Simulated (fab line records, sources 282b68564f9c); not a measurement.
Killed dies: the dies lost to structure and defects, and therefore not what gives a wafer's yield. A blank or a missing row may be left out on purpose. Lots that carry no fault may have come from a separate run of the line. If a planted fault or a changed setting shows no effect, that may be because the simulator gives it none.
Comparing a struck lot with a sound one | flow rit_cmos | 34 out of 202 route steps
Sound: the wafers L892.2, L892.3, L892.5. Wafers struck: L896.1, L896.4, L896.5. The cause is named last.
Each step with rows lists, per side, the tool, then ch with its chambers, then its first start. Under that, the readings that differ: sound wafers | struck wafers | difference of the means | sigmas: that difference in standard deviations of wafers without a fault.
alike: words and numbers the same on both sides, and readings whose means are apart by under 2 such deviations; not compared: readings that were withheld, readings missing a value for some wafer, numbers with overlapping values and no deviation given by the record, and bounds like >300 which may hide the same value.
Wherever a step has rows on one side only, a row that says differs or no value, or a row with sigmas, the two part there. Numbers that have no deviation but don't overlap get no sigmas and don't part them. A reading that every wafer of one side lacks parts them only if that side has two wafers or more.

first, 2 steps without rows for these wafers: RIT_SPACER_CLEAN_02 (cleans in SC2, time 600 s); RIT_SPACER_CVD_03 (deposits Si3N4 from SiH2Cl2/NH3, target thk 250 nm, time 3300 s).
RIT_SPACER_THK_MEAS_04:
  sound on film_metro-01, day 5 06:41; struck on film_metro-01, day 5 20:04
  alike: SPACER_NITRIDE_THK
RIT_SPACER_ETCHBACK_05: etches Si3N4 in SF6/CHF3, stops on SiO2, target depth 250 nm, time 240 s.
  sound on rie_diel-02 ch 0,1,3, day 5 06:44; struck on rie_diel-02 ch 0,2, day 5 20:08
  alike: drypump_motor_current_A, oes_product_au, throttle_valve_pct
  not compared: rf_hours_counter_h
then, 6 steps without rows for these wafers: RIT_NSD_HMDS_00 (prime time 60 s); RIT_NSD_COAT_01 (resist thk 1000 nm); RIT_NSD_SOFTBAKE_02 (time 60 s); RIT_NSD_EXPOSE_03 (exposes mask M9, target cd 40700 nm); RIT_NSD_PEB_04; RIT_NSD_DEVELOP_05 (develop time 50 s).
RIT_NSD_OVL_MEAS_06:
  sound on overlay-02, day 5 07:50; struck on overlay-02, day 5 21:15
  alike: NSD_OVL
then, 1 step without rows for these wafers: RIT_NSD_HARDBAKE_07 (time 60 s).
RIT_NSD_IMPLANT_08:
  sound on implanter-02 ch 0, day 5 08:02; struck on implanter-01 ch 0, day 5 21:26
  reading            | sound             | struck               | difference | sigmas
  tilt_deg (degrees) | 6.980 6.996 7.005 | 12.249 12.230 12.210 | +5.236     | +99 or more
  alike: end_station_pressure_torr
RIT_NSD_STRIP_09: strips in O2, time 180 s.
  sound on plasma_asher-01 ch 0,1, day 5 08:10; struck on plasma_asher-02 ch 0,1, day 5 21:35
  alike: drypump_motor_current_A
  not compared: rf_hours_counter_h
RIT_NSD_TW_MEAS_10:
  sound on film_metro-03, day 5 08:21; struck on film_metro-01, day 5 21:46
  alike: NSD_TW
then, 6 steps without rows for these wafers: RIT_PSD_HMDS_00 (prime time 60 s); RIT_PSD_COAT_01 (resist thk 1000 nm); RIT_PSD_SOFTBAKE_02 (time 60 s); RIT_PSD_EXPOSE_03 (exposes mask M10, target cd 40900 nm); RIT_PSD_PEB_04; RIT_PSD_DEVELOP_05 (develop time 50 s).
RIT_PSD_OVL_MEAS_06:
  sound on overlay-02, day 5 09:23; struck on overlay-02, day 5 22:53
  alike: PSD_OVL
then, 2 steps without rows for these wafers: RIT_PSD_HARDBAKE_07 (time 60 s); RIT_PSD_IMPLANT_08.
RIT_PSD_STRIP_09: strips in O2, time 180 s.
  sound on plasma_asher-03 ch 0,1, day 5 09:43; struck on plasma_asher-03 ch 0,1, day 5 23:14
  alike: drypump_motor_current_A
  not compared: rf_hours_counter_h
RIT_PSD_TW_MEAS_10:
  sound on film_metro-04, day 5 09:53; struck on film_metro-01, day 5 23:24
  alike: PSD_TW
then, 3 steps without rows for these wafers: RIT_SDANNEAL_CLEAN_00 (cleans in SC1, time 600 s); RIT_SDANNEAL_CLEAN_01 (cleans in dHF, time 30 s); RIT_SDANNEAL_CLEAN_02 (cleans in SC2, time 600 s).
RIT_SDANNEAL_RTA_03: time 5 s.
  sound on rtp_anneal-01 ch 0, day 5 10:31; struck on rtp_anneal-02 ch 0, day 5 23:52
  alike: ramp_down_c_per_s, wafer_temp_C_max
RIT_SDANNEAL_RS_MEAS_04: measures by four-point-probe.
  sound on film_metro-04, day 5 10:35; struck on film_metro-04, day 5 23:55
  alike: PSD_RS
RIT_SDANNEAL_RS_MEAS_05: measures by four-point-probe.
  sound on film_metro-04, day 5 10:42; struck on film_metro-04, day 6 00:02
  reading         | sound             | struck | difference                    | sigmas
  NSD_RS (ohm/sq) | 84.80 84.55 84.59 | - - -  | no value on the struck wafers |
RIT_SDANNEAL_RS_MEAS_06: measures by four-point-probe.
  sound on film_metro-04, day 5 10:49; struck on film_metro-04, day 6 00:10
  alike: PLDD_RS
RIT_M1_PROBE_99:
  sound on prober-02, day 5 18:06; struck on prober-01, day 6 07:35
  reading                                 | sound             | struck            | difference | sigmas
  model.etest.diode_nplus_pwell.bv_v (V)  | 6.091 6.055 6.029 | 5.846 5.84 5.798  | -0.230     |
  model.etest.nmos_0p3.bv_v (V)           | 5.561 5.573 5.548 | 5.481 5.449 5.441 | -0.104     |
  model.etest.nmos_0p15.bv_v (V)          | 5.561 5.573 5.548 | 5.481 5.449 5.441 | -0.104     |
  model.etest.diode_nplus_pwell.cj_ff_um2 | 2.043 2.056 2.05  | 2.134 2.127 2.126 | +0.079     |
  model.etest.diode_nplus_comb.cj_ff_um2  | 2.593 2.649 2.632 | 2.731 2.694 2.694 | +0.082     |
  alike: killed_at_contacts, killed_at_front_end, killed_dies, killed_open, killed_short

== WHERE THEY PART ==
Last at RIT_SDANNEAL_RS_MEAS_05 as far as this record goes, first at RIT_NSD_IMPLANT_08. Later steps at which nothing parts them and some readings are alike: RIT_SDANNEAL_RS_MEAS_06, RIT_M1_PROBE_99.

WHY: what had been put in by the simulator
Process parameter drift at RIT_NSD_IMPLANT_08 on implanter-01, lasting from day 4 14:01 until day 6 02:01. Setting tilt_deg shifted by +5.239 from 7. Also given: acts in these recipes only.
